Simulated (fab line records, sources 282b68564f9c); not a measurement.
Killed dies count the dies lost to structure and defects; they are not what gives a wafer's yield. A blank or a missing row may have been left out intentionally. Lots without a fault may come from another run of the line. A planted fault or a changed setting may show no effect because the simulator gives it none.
Split-lot trial | flow ritCmos | on a route of 202 steps: 5 lots, 23 wafers read

== THE SPLIT ==
At RIT_NLDD_COAT_01 (resist thk 1000 nm), the setting resistThkNm was moved away from the recipe's 1000 nm on 9 of the 23 wafers read, by -5.2% to +3.8%. For the rest of the wafers, this setting stayed at what the recipe calls for.

== FROM THE SPLIT TO THE READING: what the file shows between them, 3 steps ==
- RIT_NLDD_SOFTBAKE_02: time 60 s
- RIT_NLDD_EXPOSE_03: exposes mask M7, target cd 40700 nm
- RIT_NLDD_DEVELOP_05: develop time 50 s

== THE READING ==
NOVOLAK_of_NLDD_COAT_01.thkNm (the simulator's own value, which no gauge read), in nm, at RIT_NLDD_HARDBAKE_07 (time 60 s). There is no usual value for it anywhere in the file. Across the 14 wafers here that went through the recipe, the average is 883.4 nm and the standard deviation 2.6 nm.

wafer  | tool, chamber at the split | resistThkNm as run, nm | against the recipe | NOVOLAK_of_NLDD_COAT_01.thkNm, nm | against lot-mates on the recipe
L074.1 | lithoTrack-01, 0           | 948.1                  | -5.2%              | 836                               | -44.5
L074.2 | lithoTrack-01, 0           | 1000                   | recipe             | 882.3                             | -
L074.3 | lithoTrack-01, 0           | 948.1                  | -5.2%              | 835.2                             | -45.2
L074.5 | lithoTrack-01, 0           | 1000                   | recipe             | 878.6                             | -
L074.6 | lithoTrack-01, 0           | 948.1                  | -5.2%              | 837.7                             | -42.8
L075.1 | lithoTrack-01, 0           | 1000                   | recipe             | 883                               | -
L075.2 | lithoTrack-01, 0           | 973.4                  | -2.7%              | 859.6                             | -25.1
L075.4 | lithoTrack-01, 0           | 973.4                  | -2.7%              | 861.6                             | -23.1
L075.5 | lithoTrack-01, 0           | 973.4                  | -2.7%              | 863.2                             | -21.5
L075.6 | lithoTrack-01, 0           | 1000                   | recipe             | 886.5                             | -
L076.2 | lithoTrack-02, 0           | 1038                   | +3.8%              | 915.9                             | +34.9
L076.3 | lithoTrack-02, 0           | 1038                   | +3.8%              | 910.3                             | +29.3
L076.4 | lithoTrack-02, 0           | 1000                   | recipe             | 880.1                             | -
L076.5 | lithoTrack-02, 0           | 1000                   | recipe             | 881.9                             | -
L076.6 | lithoTrack-02, 0           | 1038                   | +3.8%              | 916.5                             | +35.5
L080.1 | lithoTrack-02, 0           | 1000                   | recipe             | 882.8                             | -
L080.3 | lithoTrack-02, 0           | 1000                   | recipe             | 882.2                             | -
L080.4 | lithoTrack-02, 0           | 1000                   | recipe             | 883                               | -
L080.5 | lithoTrack-02, 0           | 1000                   | recipe             | 882.9                             | -
L080.6 | lithoTrack-02, 0           | 1000                   | recipe             | 884                               | -
L081.2 | lithoTrack-02, 0           | 1000                   | recipe             | 888.5                             | -
L081.3 | lithoTrack-02, 0           | 1000                   | recipe             | 885.4                             | -
L081.5 | lithoTrack-02, 0           | 1000                   | recipe             | 887                               | -

FIT RESULTS
A straight line over all 23 wafers: NOVOLAK_of_NLDD_COAT_01.thkNm changes by +8.63 nm for each +1% of resistThkNm; r = +0.99; the points scatter about the line by 2.7 nm.
The same after taking each lot's own level away (the mean of its wafers on the recipe; 23 wafers): +8.62 nm for each +1%; r = +1.00; scatter 1.6 nm.
According to that fit, moving resistThkNm by its largest amount changes the reading by 45 nm.
Across the lots, their own levels run from 880.45 to 886.97 nm, a range of 2.5 times the standard deviation given above.
So the lot-to-lot level changes the slope little: the two slopes agree.
Check: -44.7 nm against its lot-mates is what the line predicts for one of the wafers moved furthest among these (-5.2%) when that wafer is left out of the fit. Against them it came out at -44.5 nm.

== ADDITIONAL SPLITS CARRIED BY THESE WAFERS ==
Note: prior to the reading, these wafers also went through further splits. Each is held against what the fit with the lots' levels taken away leaves over:
other split on the same wafers     | wafers away from the commonest value | r with NOVOLAK_of_NLDD_COAT_01.thkNm (lot level and that fit taken away)
RIT_ACTIVE_COAT_06 resistThkNm     | 4                                    | +0.13
RIT_ACTIVE_DEVELOP_10 developTimeS | 8                                    | +0.13
RIT_NWELL_COAT_01 resistThkNm      | 7                                    | -0.41
RIT_NWELL_SOFTBAKE_02 timeS        | 6                                    | +0.12
RIT_PWELL_COAT_01 resistThkNm      | 6                                    | +0.08
RIT_GATE_CVD_08 pressureMtorr      | 10                                   | -0.06
RIT_GATE_DEVELOP_15 devTempC       | 8                                    | -0.02

== THE WHOLE CHAIN: every reading that the file lists as answering this split, in the file's order ==
step                 | what it does       | reading                                                                        | change (the file's fit)              | r (the file's)
RIT_NLDD_COAT_01     | resist thk 1000 nm | NOVOLAK_of_NLDD_COAT_01.thkNm (the simulator's own value, which no gauge read) | +9.85 nm for each +1% of the setting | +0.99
RIT_NLDD_HARDBAKE_07 | time 60 s          | NOVOLAK_of_NLDD_COAT_01.thkNm (the simulator's own value, which no gauge read) | +8.62 nm for each +1% of the setting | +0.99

== FILE'S OWN FIT ==
NOVOLAK_of_NLDD_COAT_01.thkNm changes by +8.62 nm for each +1% of resistThkNm, r = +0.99.
